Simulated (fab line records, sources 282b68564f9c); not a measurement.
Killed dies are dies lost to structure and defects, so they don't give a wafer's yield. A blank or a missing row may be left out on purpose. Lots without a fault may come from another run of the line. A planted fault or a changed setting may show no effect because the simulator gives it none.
Problem report in the 8D (eight disciplines) form, filled by code | flow rit_cmos | the parts of the form that need people (team, actions taken, sign-off) are left out

1. THE PROBLEM
PLDD_TW at RIT_PLDD_TW_MEAS_10 reads a mean of 2121 on 6 wafers of 2 lots; wafers without a fault read 2304 with a standard deviation of 30. That is -6.1 standard deviations from the usual mean.
First seen on wafer L955.1, day 5 16:42, on film_metro-01. The record holds 39 wafers of 13 lots with a number at this step. Rule for "out", or "out of limits": more than 4 standard deviations from the usual mean. The other wafers with a number count as sound.

2. WHAT IT IS AND WHAT IT IS NOT
question                    | is                     | is not
which readings at this step | PLDD_TW                | -
which lots                  | L955, L956             | L943, L944, L945, L946, L947, L948, L949, L950, L952, L963, L966
which wafers of those lots  | all that have a number | -
read on which gauges        | film_metro-01          | film_metro-02, film_metro-04
when                        | from day 5 16:42       | up to then (27 sound wafers); but 6 sound wafers of L963, L966 came after

3. SUSPECTS, AND WHAT RULES EACH OUT
Counting: a tool at a process step up to the reading stays a suspect if it ran every lot that is out and no sound lot after the first of them.
- the gauge at RIT_PLDD_TW_MEAS_10: ruled out. All the wafers that are out were read on film_metro-01, but those of them that RIT_PLDD_IMPLANT_08 has rows for are out there too, on other tools.
- implanter-04 at RIT_PLDD_IMPLANT_08: kept. It ran every lot that is out, first L955 (day 5 16:23), and no sound lot after that; its last sound lot up to then is L950 (day 4 06:25). Its own readings are out on those wafers: beam_energy_keV.
Left after counting: implanter-04 at RIT_PLDD_IMPLANT_08.

4. THE CAUSE (what the simulator had put in)
Process parameter drift: implanter-04, from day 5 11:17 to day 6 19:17, at RIT_PLDD_IMPLANT_08. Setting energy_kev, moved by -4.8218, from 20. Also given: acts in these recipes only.
Counting left only this tool.

5. THE CHAIN OF EFFECTS, in route order
Each row: a reading whose mean over the struck wafers that have a number lies more than 3 standard deviations from the usual. Only readings for which the record gives a usual standard deviation are gone through. hours: the time from each lot's start at the first step in this table that gives one to its start at this step, as a median over the lots. sigmas: the change in usual standard deviations.
hours | step                    | reading         | usual        | on struck wafers | change | sigmas
0     | RIT_PLDD_IMPLANT_08     | beam_energy_keV | 20.000       | 15.178           | -4.822 | -99 or more
0     | RIT_PLDD_TW_MEAS_10     | PLDD_TW         | 2304         | 2121             | -183   | -6.1
7     | RIT_SDANNEAL_RS_MEAS_06 | PLDD_RS         | 178.4 ohm/sq | 196.6            | +18.2  | +34
The process steps in it:
- RIT_PLDD_IMPLANT_08

6. WHAT WOULD HAVE CAUGHT IT SOONER
In this record the first reading out of limits at a measuring or inspecting step was taken at day 5 16:42, 5 hours after the fault began at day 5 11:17.
The tool's own readings at RIT_PLDD_IMPLANT_08 were out on every struck wafer that the step has a row for (beam_energy_keV): an alarm limit on them would have fired on the first of those.
Of the lots that are out (2), L956 began RIT_PLDD_IMPLANT_08 on implanter-04 after day 5 16:42. A hold on the tool at that time would have spared it.
